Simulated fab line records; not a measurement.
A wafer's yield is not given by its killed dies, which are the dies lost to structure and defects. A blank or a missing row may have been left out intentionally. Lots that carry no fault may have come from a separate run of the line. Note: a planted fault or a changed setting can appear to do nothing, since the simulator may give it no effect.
The same fault as seen by 2 desks || flow ritCmos || what lay behind the numbers comes last; until then each desk has only its own

== METROLOGY DESK ==
Means of the sampled wafers that have a number, per lot and without regard to the tool the lot ran on: this is what the gauges read. A lot is out of limits, marked OUT, if its mean lies more than 4 standard deviations from the usual mean; the brackets give that distance.
Columns: A = PWELL_RS at RIT_WELLDRIVE_RS_MEAS_02, usual 429.4 ohm/sq
{"lot": "L849", "first seen here": "day 2 11:19", "A": 427.5}
{"lot": "L851", "first seen here": "day 2 21:47", "A": 427.8}
{"lot": "L852", "first seen here": "day 3 01:04", "A": 430.6}
{"lot": "L853", "first seen here": "day 3 05:16", "A": 428.9}
{"lot": "L854", "first seen here": "day 3 10:24", "A": 428.9}
{"lot": "L855", "first seen here": "day 3 16:10", "A": 430.0}
{"lot": "L856", "first seen here": "day 3 22:20", "A": 429.8}
{"lot": "L859", "first seen here": "day 4 10:34", "A": 433.6}
{"lot": "L863", "first seen here": "day 5 05:25", "A": 433.3}
{"lot": "L866", "first seen here": "day 5 23:41", "A": 430.0}
{"lot": "L867", "first seen here": "day 6 05:40", "A": 427.6}
{"lot": "L868", "first seen here": "day 6 10:27", "A": 429.5}
{"lot": "L870", "first seen here": "day 6 18:59", "A": 430.0}
{"lot": "L872", "first seen here": "day 7 05:56", "A": 429.6}
Result from this desk: across the 14 lots, nothing is out of limits.

== THE TOOL OWNER'S DESK: implanter-04 ==
RIT_PWELL_IMPLANT_08, tool's own readings: per-lot mean of the sampled wafers with a number, covering each lot this tool ran. A lot is out of limits, marked OUT, if its mean lies more than 4 standard deviations from the usual mean; the brackets give that distance.
Columns: A = beamEnergyKeV at RIT_PWELL_IMPLANT_08, usual 170.00
{"lot": "L849", "first seen here": "day 2 05:16", "A": 169.99}
{"lot": "L854", "first seen here": "day 3 03:08", "A": 169.96}
{"lot": "L856", "first seen here": "day 3 14:30", "A": 169.97}
{"lot": "L859", "first seen here": "day 4 04:11", "A": "157.34 (-99 or more) OUT"}
{"lot": "L863", "first seen here": "day 4 22:02", "A": "157.29 (-99 or more) OUT"}
This desk's verdict: out of limits on L859, L863, starting with L859 at day 4 04:11 (beamEnergyKeV at RIT_PWELL_IMPLANT_08). L849, L854, L856: within limits.

== TAKEN TOGETHER ==
An alarm could have come from the tool owner's desk at day 4 04:11, on L859, L863.
Nothing out of limits was seen by the metrology desk.
The metrology desk has L859, L863 on record, within its limits.
The lots listed all ran RIT_PWELL_IMPLANT_08 on implanter-04.

== WHAT THE SIMULATOR HAD PUT IN ==
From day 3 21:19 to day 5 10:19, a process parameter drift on implanter-04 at RIT_PWELL_IMPLANT_08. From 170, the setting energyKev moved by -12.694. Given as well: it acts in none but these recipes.
Struck lots among those shown: L859, L863.
Delay in hours, fault start to first out-of-limits reading, by desk: the tool owner's desk at 7.
